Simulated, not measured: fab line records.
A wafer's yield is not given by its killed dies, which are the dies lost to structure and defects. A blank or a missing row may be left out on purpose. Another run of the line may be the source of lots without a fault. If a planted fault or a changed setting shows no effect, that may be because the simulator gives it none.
A single fault, viewed from 2 desks	flow berkeley cmos170	numbers are kept per desk, each desk with only its own; the story behind them comes last

== TOOL OWNER'S DESK, rie diel-01 ==
The tool's own readings at UCB170_CONTACT_ETCH_17 (etches BARC in N2/H2): means of the sampled wafers that have a number, for each lot that ran on this tool. Marked OUT: a lot whose mean sits more than 4 standard deviations from the usual mean, which makes it out of limits; the brackets give that distance.
Columns: A = bias w at UCB170_CONTACT_ETCH_17, usual 99.99 W; B = drypump motor current A at UCB170_CONTACT_ETCH_17, usual 5.7 A; C = oes product au at UCB170_CONTACT_ETCH_17, usual 1.007 a.u.; D = throttle valve pct at UCB170_CONTACT_ETCH_17, usual 13.28 %
lot	first seen here	A	B	C	D
L802	day 7 00:11	100.13	5.9	0.998	13.08
L803	day 7 15:14	99.91	5.6	1.006	13.19
L808	day 8 21:47	76.31 (-85) OUT	5.4	0.921 (-7.2) OUT	13.35
L812	day 9 09:49	88.26 (-42) OUT	5.6	0.967	13.22
This desk finds L808, L812 out of limits, L808 being first, at day 8 21:47 (bias w at UCB170_CONTACT_ETCH_17). L802, L803: within limits.

== FROM THE METROLOGY DESK ==
Lot by lot, what the gauges showed, no matter which tool ran the lot: averages of those sampled wafers that carry a number. Marked OUT: a lot whose mean sits more than 4 standard deviations from the usual mean, which makes it out of limits; the brackets give that distance.
Columns: A = cd nm at UCB170_CONTACT_CD_MEAS_15, usual 699.5 nm; B = CONTACT_OVL at UCB170_CONTACT_OVL_MEAS_16, usual -3 nm
lot	first seen here	A	B
L802	day 7 00:02	699.8	-2
L803	day 7 15:06	700.5	2
L808	day 8 21:38	700.1	-3
L812	day 9 09:41	699.2	-5
L817	day 10 08:38	699.0	-6
L822	day 11 11:59	702.4	0
This desk found nothing out of limits on any of the 6 lots.

== TAKEN TOGETHER ==
At day 8 21:47, on L808, L812, the tool owner's desk was in a position to raise an alarm.
Metrology desk: nothing out of limits seen.
The metrology desk has L808, L812 on record, within its limits.
On rie diel-01, each named lot ran UCB170_CONTACT_ETCH_17.

== WHAT WAS PUT IN BY THE SIMULATOR ==
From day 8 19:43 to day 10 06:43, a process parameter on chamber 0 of rie diel-01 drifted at UCB170_CONTACT_ETCH_17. From 100, the setting bias w moved by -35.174. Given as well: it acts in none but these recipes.
Shown lots that were struck: L808, L812.
Each desk's first reading out of limits, in hours after the fault started: the tool owner's desk, 2.
